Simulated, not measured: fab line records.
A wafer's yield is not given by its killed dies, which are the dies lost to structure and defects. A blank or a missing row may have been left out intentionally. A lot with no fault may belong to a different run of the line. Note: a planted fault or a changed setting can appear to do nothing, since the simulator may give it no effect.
Which tool was responsible? -- flow rit_cmos -- Sampling: 14 lots, 42 wafers, 4 of 202 route steps

## WHAT EACH GAUGE READ, for each wafer
RIT_CONTACT_CD_MEAS_90: the cd target is 1000 nm.
lot,measured,on,cd_nm (nm)
L937,day 3 14:42,cd_sem-01,998.0 997.7 997.3
L938,day 3 20:08,cd_sem-02,1002.3 1000.4 1002.2
L939,day 3 20:17,cd_sem-01,998.5 997.2 998.9
L940,day 4 03:59,cd_sem-01,1000.0 996.8 998.3
L941,day 4 07:23,cd_sem-01,1001.6 999.2 1000.5
L942,day 4 11:22,cd_sem-01,998.5 1000.1 998.3
L943,day 4 14:17,cd_sem-02,1000.7 1000.5 1001.7
L945,day 5 02:57,cd_sem-02,998.5 997.8 998.9
L951,day 6 15:53,cd_sem-01,1001.9 1003.6 1002.6
L952,day 6 18:46,cd_sem-01,1001.2 1001.3 1002.1
L954,day 7 09:47,cd_sem-01,1001.2 1001.5 1001.6
L955,day 7 10:23,cd_sem-02,1003.0 1002.5 1003.1
L956,day 7 14:54,cd_sem-02,1001.1 1000.5 1001.0
L959,day 8 03:11,cd_sem-02,1002.1 1001.1 1001.8

## EACH LOT AND THE TOOL THAT RAN IT (in order: tool; ch and the chambers of the sampled wafers; start)
lot,RIT_GATE_STRIP_20,RIT_SDANNEAL_RTA_03,RIT_CONTACT_ETCH_11
L937,"plasma_asher-02 ch 0,1, day 2 23:02","rtp_anneal-02 ch 0, day 3 11:53","rie_diel-01 ch 0,2,3, day 3 14:19"
L938,"plasma_asher-02 ch 0,1, day 3 03:39","rtp_anneal-01 ch 0, day 3 17:12","rie_diel-03 ch 0,1,3, day 3 19:46"
L939,"plasma_asher-02 ch 0,1, day 3 04:03","rtp_anneal-02 ch 0, day 3 17:19","rie_diel-04 ch 0,1,2, day 3 19:55"
L940,"plasma_asher-04 ch 0,1, day 3 12:39","rtp_anneal-01 ch 0, day 4 01:03","rie_diel-01 ch 0,1, day 4 03:37"
L941,"plasma_asher-02 ch 0,1, day 3 16:04","rtp_anneal-02 ch 0, day 4 04:26","rie_diel-03 ch 1,3, day 4 07:01"
L942,"plasma_asher-01 ch 0,1, day 3 19:31","rtp_anneal-01 ch 0, day 4 08:25","rie_diel-03 ch 0,2, day 4 10:59"
L943,"plasma_asher-01 ch 0,1, day 3 22:52","rtp_anneal-01 ch 0, day 4 11:10","rie_diel-03 ch 0,2,3, day 4 13:52"
L945,"plasma_asher-01 ch 0,1, day 4 08:55","rtp_anneal-02 ch 0, day 4 23:40","rie_diel-03 ch 1,3, day 5 02:35"
L951,"plasma_asher-02 ch 0,1, day 5 23:37","rtp_anneal-02 ch 0, day 6 12:50","rie_diel-03 ch 1,2, day 6 15:31"
L952,"plasma_asher-04 ch 0,1, day 6 03:22","rtp_anneal-01 ch 0, day 6 15:50","rie_diel-01 ch 0,1,2, day 6 18:24"
L954,"plasma_asher-04 ch 0,1, day 6 18:12","rtp_anneal-01 ch 0, day 7 06:43","rie_diel-01 ch 1,2,3, day 7 09:23"
L955,"plasma_asher-02 ch 0,1, day 6 18:22","rtp_anneal-02 ch 0, day 7 07:09","rie_diel-03 ch 0,1,2, day 7 09:59"
L956,"plasma_asher-04 ch 0,1, day 6 21:46","rtp_anneal-02 ch 0, day 7 11:53","rie_diel-01 ch 0,2, day 7 14:32"
L959,"plasma_asher-02 ch 0,1, day 7 10:47","rtp_anneal-02 ch 0, day 8 00:10","rie_diel-01 ch 1,2,3, day 8 02:49"
- RIT_GATE_STRIP_20: strips in O2, time 180 s.
- RIT_SDANNEAL_RTA_03: time 5 s.
- RIT_CONTACT_ETCH_11: etches SiO2 in CHF3/CF4/Ar, stops on TiSi2, target depth 480 nm, time 320 s.

## AS READ BY THE TOOLS THEMSELVES (means over the sampled wafers that have a number; for cases with no such wafer, the mark the record gives instead)
RIT_GATE_STRIP_20.
lot,tool,drypump_motor_current_A (A),o2_flow_sccm (sccm)
L937,plasma_asher-02,5.4,3994
L938,plasma_asher-02,5.4,4008
L939,plasma_asher-02,5.3,4011
L940,plasma_asher-04,5.7,3991
L941,plasma_asher-02,5.3,3990
L942,plasma_asher-01,4.9,4000
L943,plasma_asher-01,5.0,4013
L945,plasma_asher-01,4.9,4004
L951,plasma_asher-02,5.3,3997
L952,plasma_asher-04,5.8,3994
L954,plasma_asher-04,5.5,3992
L955,plasma_asher-02,5.4,3998
L956,plasma_asher-04,5.5,3998
L959,plasma_asher-02,5.3,3986

RIT_SDANNEAL_RTA_03.
lot,tool,ramp_down_c_per_s,wafer_temp_C_max
L937,rtp_anneal-02,170.97,1053.3
L938,rtp_anneal-01,171.01,1053.8
L939,rtp_anneal-02,170.96,1053.6
L940,rtp_anneal-01,171.01,1053.3
L941,rtp_anneal-02,170.97,1052.6
L942,rtp_anneal-01,171.04,1055.6
L943,rtp_anneal-01,170.99,1052.5
L945,rtp_anneal-02,170.98,1053.5
L951,rtp_anneal-02,170.99,1052.9
L952,rtp_anneal-01,34.21,1053.4
L954,rtp_anneal-01,34.20,1053.1
L955,rtp_anneal-02,171.00,1052.9
L956,rtp_anneal-02,171.01,1054.7
L959,rtp_anneal-02,171.00,1053.2

RIT_CONTACT_ETCH_11.
lot,tool,drypump_motor_current_A (A),oes_product_au (a.u.),throttle_valve_pct (%)
L937,rie_diel-01,5.9,0.987,8.97
L938,rie_diel-03,5.9,0.995,8.90
L939,rie_diel-04,5.8,0.976,8.95
L940,rie_diel-01,5.7,0.986,9.01
L941,rie_diel-03,6.0,0.980,9.01
L942,rie_diel-03,5.8,1.008,8.78
L943,rie_diel-03,5.7,1.000,8.84
L945,rie_diel-03,6.0,0.979,9.01
L951,rie_diel-03,6.1,0.980,9.00
L952,rie_diel-01,5.8,0.977,8.95
L954,rie_diel-01,5.9,0.976,8.90
L955,rie_diel-03,5.9,0.987,8.89
L956,rie_diel-01,5.8,0.986,9.00
L959,rie_diel-01,5.9,0.980,8.89

## THE ANSWER, worked out from the rows above alone
Rule: the lots themselves supply what counts as usual. Put in order of their means at a reading, lots are off if they are a third of the lots or fewer, leave a main group of 4 or more, and stand apart from it by a gap of 3 or more times the standard deviation of the main group's means; of several such gaps the widest counts. A main group is skipped when, at the precision printed for the reading in the tables above, its means are all equal. Also off: a lot with no number at a reading for which 4 or more lots have one. Any other lot the step has rows for is counted as sound. The gauges are gone through in route order, then the tools' own readings, and for those a lot's mean is taken as printed above. The first step at which some lot is off is used, and at that step the reading that is off furthest; a lot without a number counts as furthest.
Off, at RIT_SDANNEAL_RTA_03 on ramp_down_c_per_s: L952, L954. Main group: mean 170.99, sd 0.021.
A tool fits if, at that step or a process step before it, it ran every lot that is off, and no sound lot after the first of them. One fits: rtp_anneal-01 at RIT_SDANNEAL_RTA_03. Its last sound lot is L943 (day 4 11:10), its first lot that is off L952 (day 6 15:50): a fault that began between those two fits.
On the lots that are off, the tool's own readings at RIT_SDANNEAL_RTA_03 differ by more than 5 times the standard deviation of the sound lots' means, which bears it out; ramp_down_c_per_s reads 34.20 there versus 170.99 on the sound lots.

## WHAT HAD BEEN PUT IN BY THE SIMULATOR
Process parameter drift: rtp_anneal-01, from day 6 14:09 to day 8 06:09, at RIT_SDANNEAL_RTA_03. From 171, the setting ramp_down_c_per_s moved by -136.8.
Struck lots among those shown: L952, L954. The rule given above showed the same thing.
